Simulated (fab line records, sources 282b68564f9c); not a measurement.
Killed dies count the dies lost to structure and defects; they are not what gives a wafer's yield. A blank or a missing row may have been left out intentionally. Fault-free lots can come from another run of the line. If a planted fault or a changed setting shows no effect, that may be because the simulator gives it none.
Comparing a struck lot with a sound one / flow rit_cmos / 20 out of 202 route steps
Sound: wafers L319.2, L319.3, L319.5. The struck wafers were L323.1, L323.2, L323.6. The cause is given at the end.
Per side, at each step with rows, come the tool, then ch with its chambers, and then its first start. Under that, the readings that differ: sound wafers / struck wafers / difference of the means / sigmas: that difference in standard deviations of wafers without a fault.
alike: same words and numbers on both sides, and readings whose means sit less than 2 such deviations apart. not compared: any withheld reading, any reading some wafer has no value for, any bound like >300 that may hide the same value, and any number with overlapping values for which the record gives no deviation.
A row with sigmas, a row that says differs or no value, or rows on one side alone: a step with any of these is where the two part. Numbers that don't overlap but have no deviation are shown without sigmas and don't part them. A reading that every wafer of one side lacks parts them only if that side has two wafers or more.

RIT_CONTACT_CD_MEAS_08: target cd 1000 nm.
  sound on cd_sem-02, day 3 22:55; struck on cd_sem-01, day 4 14:07
  alike: cd_nm
RIT_CONTACT_OVL_MEAS_09:
  sound on overlay-02, day 3 23:02; struck on overlay-02, day 4 14:14
reading=CONTACT_OVL (nm); sound=1.6 2.8 2.2; struck=-0.8 -1.0 0.1; difference=-2.8; sigmas=-2
then, 1 step without rows for these wafers: RIT_CONTACT_HARDBAKE_10 (time 60 s).
RIT_CONTACT_ETCH_11: etches SiO2 in CHF3/CF4/Ar, stops on TiSi2, target depth 480 nm, time 320 s.
  sound on rie_diel-04 ch 0,1, day 3 23:13; struck on rie_diel-04 ch 0,3, day 4 14:38
  alike: O2_flow_sccm, drypump_motor_current_A, oes_product_au, throttle_valve_pct
  not compared: rf_hours_counter_h
RIT_CONTACT_STRIP_12: strips in O2, time 180 s.
  sound on plasma_asher-03 ch 0,1, day 3 23:24; struck on plasma_asher-02 ch 0,1, day 4 14:49
  alike: drypump_motor_current_A
  not compared: rf_hours_counter_h
RIT_CONTACT_CD_MEAS_90: target cd 1000 nm.
  sound on cd_sem-02, day 3 23:36; struck on cd_sem-01, day 4 15:00
  alike: cd_nm
then, 2 steps without rows for these wafers: RIT_CONTACT_CLEAN_13 (cleans in SC1, time 600 s); RIT_CONTACT_CLEAN_14 (cleans in SC2, time 600 s).
RIT_M1_SPUTTER_00: material Al, target thk 400 nm, time 500 s.
  sound on pvd_sputter-02, day 4 00:03; struck on pvd_sputter-01, day 4 15:30
  alike: throttle_valve_pct
RIT_M1_RS_MEAS_01: measurement is done with a four-point probe.
  sound on film_metro-04, day 4 00:22; struck on film_metro-01, day 4 15:47
  alike: M1_AL_RS
RIT_M1_THK_MEAS_02: measures by xrf.
  sound on film_metro-04, day 4 00:28; struck on film_metro-01, day 4 15:55
  alike: M1_AL_THK
then, 1 step without rows for these wafers: RIT_M1_HMDS_03 (prime time 60 s).
RIT_M1_COAT_04: resist thk 1300 nm.
  struck on litho_track-01, day 4 16:13; sound on litho_track-01 ch 0, day 4 00:42
  no value came back on the struck wafers for chill_plate_temp_C (C), dispense_pressure_kPa (kPa); on the sound wafers chill_plate_temp_C (C) reads 23.04 22.91 22.93
then, 4 steps without rows for these wafers: RIT_M1_SOFTBAKE_05 (time 60 s); RIT_M1_EXPOSE_06 (exposes mask M12, target cd 2600 nm); RIT_M1_PEB_07; RIT_M1_DEVELOP_08 (develop time 68 s).
RIT_M1_CD_MEAS_09: target cd 2600 nm.
  sound on cd_sem-01, day 4 01:33; struck on cd_sem-01, day 4 17:05
reading=cd_nm (nm); sound=2601.7 2602.0 2601.1; struck=- - -; difference=no value on the struck wafers; sigmas=
RIT_M1_OVL_MEAS_10:
  sound on overlay-01, day 4 01:39; struck on overlay-01, day 4 17:12
reading=M1_OVL (nm); sound=-1.2 -0.9 -1.4; struck=- - -; difference=no value on the struck wafers; sigmas=
RIT_M1_PROBE_99:
  sound on prober-02, day 4 04:20; struck on prober-02, day 4 19:44
reading=defect_limited_yield (%); sound=98.1 98.9 98.5; struck=0 0 0; difference=-98; sigmas=-90
reading=killed_at_M0_to_M3; sound=0 0 0; struck=260 256 258; difference=+258; sigmas=+99 or more
reading=killed_dies; sound=5 3 4; struck=264 264 264; difference=+260; sigmas=+87
reading=killed_on_rim; sound=3 1 2; struck=70 70 70; difference=+68; sigmas=+49
reading=sort_bin_5_function (%); sound=0.8 0.8 1.1; struck=98.9 99.6 98.9; difference=+98.2; sigmas=+99 or more
reading=sort_n_pass; sound=259 261 260; struck=0 0 0; difference=-260; sigmas=-87
reading=sort_yield_pct (%); sound=98.1 98.9 98.5; struck=0 0 0; difference=-98; sigmas=-90
  alike: killed_at_contacts, killed_at_front_end, killed_open, killed_short, sort_bin_3_pad_short, sort_bin_6_memory

## WHERE THEY PART
First at RIT_CONTACT_OVL_MEAS_09; last, within this record, at RIT_M1_PROBE_99.

WHY: whatever the simulator had introduced
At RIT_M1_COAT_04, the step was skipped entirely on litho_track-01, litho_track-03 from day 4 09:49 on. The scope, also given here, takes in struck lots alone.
